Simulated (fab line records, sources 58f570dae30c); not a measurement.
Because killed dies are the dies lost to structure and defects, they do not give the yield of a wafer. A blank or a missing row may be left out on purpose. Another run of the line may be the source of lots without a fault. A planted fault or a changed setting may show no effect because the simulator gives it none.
Problem report in the 8D (eight disciplines) form, filled by code -- flow berkeley_cmos170 -- the parts of the form that need people (team, actions taken, sign-off) are left out

## 1. THE ISSUE
Mean SPACER_TEOS_THK at UCB170_SPACER_THK_MEAS_01: 325 nm over 6 wafers in 2 lots; fault-free wafers: 376 nm, standard deviation 4.8. That puts it -11 standard deviations away from the usual mean.
Earliest sighting: wafer L672.1 on film_metro-01 at day 7 21:31. The record holds 42 wafers of 14 lots with a number at this step. By rule, "out" or "out of limits" means more than 4 standard deviations away from the usual mean. The other wafers with a number count as sound.

## 2. WHAT THIS IS AND IS NOT
question,is,is not
which readings at this step,SPACER_TEOS_THK,-
which lots,"L672, L674","L667, L668, L669, L679, L680, L681, L683, L684, L686, L687, L688, L689"
which wafers of those lots,all that have a number,-
read on which gauges,film_metro-01,film_metro-03
when,from day 7 21:31,"up to then (9 sound wafers); but 27 sound wafers of L679, L680, L681, L683, L684, L686, L687, L688, L689 came after"

## 3. WHAT RULES OUT EACH SUSPECT
Counting: a tool stays on the suspect list if, at a process step up to the reading, it processed all lots that are out and no sound lot following the first of them.
- the gauge at UCB170_SPACER_THK_MEAS_01: kept. All the wafers that are out were read on film_metro-01, and no step on other tools shows them out.
- pecvd-03 at UCB170_SPACER_CVD_00 (deposits SiO2 from TEOS/O2, target thk 376 nm, time 47 s): ruled out as a lasting fault. The sound lots L688 went through it after L672, its earliest lot that is out (day 7 21:28).
After counting, what remains is film_metro-01 at UCB170_SPACER_THK_MEAS_01.

## 4. THE CAUSE (what the simulator had put in)
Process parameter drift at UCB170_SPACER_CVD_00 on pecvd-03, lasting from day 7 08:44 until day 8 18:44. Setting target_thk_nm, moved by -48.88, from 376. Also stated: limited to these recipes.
It was ruled out by counting, in error; the rule expects a fault to strike all lots run on its tool from its start on, and this fault did not.

## 5. THE EFFECT CHAIN, in route order
Each row: a reading where the mean over the struck wafers with a number is more than 3 standard deviations away from the usual. Only readings for which the record gives a usual standard deviation are gone through. hours: the time from each lot's start at the first step in this table that gives one to its start at this step, as a median over the lots. sigmas: the change in usual standard deviations.
hours,step,reading,usual,on struck wafers,change,sigmas
0,UCB170_SPACER_THK_MEAS_01,SPACER_TEOS_THK,376 nm,325,-51,-11
8,UCB170_SPACER_ETCHBACK_03,oes_product_au,0.893 a.u.,0.807,-0.086,-5.7
Here are the process steps it includes:
- UCB170_SPACER_ETCHBACK_03: etches SiO2 in CHF3/CF4/Ar, stops on Si, target depth 376 nm, time 100 s.
Later measuring or inspecting steps at which every struck wafer that the step has a row for has a number for every such reading, and none has moved that far: UCB170_CONTACT_THK_MEAS_02.

## 6. HOW IT WOULD HAVE BEEN CAUGHT EARLIER
In this record the first reading out of limits at a measuring or inspecting step was taken at day 7 21:31, 13 hours after the fault began at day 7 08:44.
Of the tool readings at UCB170_SPACER_CVD_00 for which the record gives a usual standard deviation, none was out on any struck wafer, so an alarm limit of 4 standard deviations on them would not have fired.
